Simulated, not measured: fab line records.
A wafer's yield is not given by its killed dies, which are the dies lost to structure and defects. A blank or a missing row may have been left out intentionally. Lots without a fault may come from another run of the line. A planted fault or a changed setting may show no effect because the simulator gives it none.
One fault through the eyes of 2 desks | flow berkeley_cmos170 | numbers are kept per desk, each desk with only its own; the story behind them comes last

DESK OF THE TOOL OWNER: rtp_anneal-02
At UCB170_SDANNEAL_RTA_01 (time 5 s), the tool's own readings, given per lot that ran on this tool as the mean of the sampled wafers with a number. Any lot whose mean is over 4 standard deviations away from the usual mean is out of limits and marked OUT; that distance is given in the brackets.
Columns: A = chamber_o2_ppm at UCB170_SDANNEAL_RTA_01, usual 2.004; B = lamp_power_pct at UCB170_SDANNEAL_RTA_01, usual 37 %; C = wafer_temp_C_max at UCB170_SDANNEAL_RTA_01, usual 1055.3
lot  | first seen here | A     | B  | C
L140 | day 7 16:40     | 2.008 | 33 | 1053.6
L141 | day 8 00:45     | 2.001 | 33 | 1052.8
L143 | day 8 05:44     | 1.999 | 33 | 1053.0
L153 | day 10 01:37    | 1.973 | 33 | 1053.4
L150 | day 10 02:03    | 1.996 | 33 | 1055.0
L149 | day 10 07:26    | 2.020 | 33 | 1053.8
This desk's finding: nothing out of limits on any of the 6 lots.

METROLOGY DESK
What the gauges read for every lot (on any tool): the sampled wafers with a number, averaged. Any lot whose mean is over 4 standard deviations away from the usual mean is out of limits and marked OUT; that distance is given in the brackets.
Columns: A = PSD_RS at UCB170_SDANNEAL_RS_MEAS_02, usual 75.5 ohm/sq; B = NSD_RS at UCB170_SDANNEAL_RS_MEAS_03, usual 37.27 ohm/sq; C = PLDD_RS at UCB170_SDANNEAL_RS_MEAS_04, usual 1031.5 ohm/sq; D = NLDD_RS at UCB170_SDANNEAL_RS_MEAS_05, usual 616.6 ohm/sq
lot  | first seen here | A              | B               | C               | D
L137 | day 7 16:37     | 75.7           | 37.35           | 1030.6          | 615.1
L140 | day 7 16:44     | 75.6           | 37.36           | 1033.5          | 617.2
L139 | day 7 16:46     | 75.6           | 37.24           | 1028.4          | 618.9
L138 | day 7 17:08     | 75.4           | 37.31           | 1034.9          | 617.4
L141 | day 8 00:49     | 74.9           | 37.16           | 1027.8          | 616.4
L143 | day 8 05:48     | 75.3           | 37.30           | 1032.0          | 618.2
L144 | day 8 19:34     | 74.9           | 37.32           | 1029.5          | 616.1
L148 | day 9 12:05     | 75.8           | 37.33           | 1030.3          | 616.2
L153 | day 10 01:41    | 74.9           | 37.13           | 1028.6          | 617.6
L150 | day 10 02:07    | 56.8 (-52) OUT | 31.35 (-64) OUT | 970.6 (-21) OUT | 612.4
L152 | day 10 02:07    | 75.3           | 37.24           | 1029.9          | 616.4
L149 | day 10 07:30    | 56.5 (-53) OUT | 31.31 (-64) OUT | 970.4 (-21) OUT | 610.8 (-4.1) OUT
L159 | day 11 09:40    | 75.3           | 37.25           | 1033.3          | 616.3
L160 | day 11 19:04    | 75.2           | 37.25           | 1029.4          | 618.1
This desk's finding: out of limits on L149, L150; first on L150, day 10 02:07 (PSD_RS at UCB170_SDANNEAL_RS_MEAS_02). L137, L140, L139, L138, L141, L143, L144, L148, L153, L152, L159, L160: within limits.

PUT TOGETHER
On L149, L150, the metrology desk was in a position to raise an alarm at day 10 02:07.
Nothing out of limits was seen by the tool owner's desk.
On record at the tool owner's desk: L149, L150, within its limits.
All the named lots went through UCB170_SDANNEAL_RTA_01 on rtp_anneal-02.

WHAT HAD BEEN PUT IN BY THE SIMULATOR
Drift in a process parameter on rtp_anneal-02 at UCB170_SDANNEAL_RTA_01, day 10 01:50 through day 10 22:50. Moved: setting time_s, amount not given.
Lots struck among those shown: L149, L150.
Hours from the fault's start to each desk's first reading out of limits: the metrology desk, 0.
